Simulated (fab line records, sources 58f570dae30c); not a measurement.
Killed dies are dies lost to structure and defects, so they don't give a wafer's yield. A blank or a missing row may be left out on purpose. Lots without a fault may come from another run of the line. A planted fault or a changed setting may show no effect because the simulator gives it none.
Problem report in the 8D (eight disciplines) form, filled by code | flow berkeley_cmos170 | the parts of the form that need people (team, actions taken, sign-off) are left out

1. THE PROBLEM
NVT_TW at UCB170_NVT_TW_MEAS_09 reads a mean of 465 on 6 wafers of 2 lots; wafers without a fault read 522 with a standard deviation of 4.4. That is -13 standard deviations from the usual mean.
First seen on wafer L870.3, day 8 12:32, on film_metro-02. The record holds 42 wafers of 14 lots with a number at this step. Rule for "out", or "out of limits": more than 4 standard deviations from the usual mean. The other wafers with a number count as sound.

2. WHAT IT IS AND WHAT IT IS NOT
question                    | is                           | is not
which readings at this step | NVT_TW                       | -
which lots                  | L869, L870                   | L860, L862, L864, L865, L867, L868, L875, L876, L879, L880, L881, L882
which wafers of those lots  | all that have a number       | -
read on which gauges        | film_metro-01, film_metro-02 | film_metro-04
when                        | from day 8 12:32             | up to then (18 sound wafers); but 18 sound wafers of L875, L876, L879, L880, L881, L882 came after

3. SUSPECTS, AND WHAT RULES EACH OUT
Counting: a tool at a process step up to the reading stays a suspect if it ran every lot that is out and no sound lot after the first of them.
- the gauge at UCB170_NVT_TW_MEAS_09: ruled out. The wafers that are out were read on 2 gauges (film_metro-01, film_metro-02).
- implanter-04 at UCB170_NVT_IMPLANT_07: kept. It ran every lot that is out, first L870 (day 8 12:19), and no sound lot after that; its last sound lot up to then is L868 (day 8 03:12). Its own readings are out on those wafers: beam_energy_keV.
Left after counting: implanter-04 at UCB170_NVT_IMPLANT_07.

4. THE CAUSE (what the simulator had put in)
Process parameter drift: implanter-04, from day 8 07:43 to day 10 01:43, at UCB170_NVT_IMPLANT_07. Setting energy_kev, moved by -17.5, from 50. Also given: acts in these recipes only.
Counting left only this tool.

5. THE CHAIN OF EFFECTS, in route order
Each row: a reading whose mean over the struck wafers that have a number lies more than 3 standard deviations from the usual. Only readings for which the record gives a usual standard deviation are gone through. hours: the time from each lot's start at the first step in this table that gives one to its start at this step, as a median over the lots. sigmas: the change in usual standard deviations.
hours | step                  | reading         | usual  | on struck wafers | change  | sigmas
0     | UCB170_NVT_IMPLANT_07 | beam_energy_keV | 49.999 | 32.498           | -17.501 | -99 or more
0     | UCB170_NVT_TW_MEAS_09 | NVT_TW          | 522    | 465              | -57     | -13
The process steps in it:
- UCB170_NVT_IMPLANT_07

6. WHAT WOULD HAVE CAUGHT IT SOONER
In this record the first reading out of limits at a measuring or inspecting step was taken at day 8 12:32, 5 hours after the fault began at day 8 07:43.
The tool's own readings at UCB170_NVT_IMPLANT_07 were out on every struck wafer that the step has a row for (beam_energy_keV): an alarm limit on them would have fired on the first of those.
Of the lots that are out (2), L869 began UCB170_NVT_IMPLANT_07 on implanter-04 after day 8 12:32. A hold on the tool at that time would have spared it.
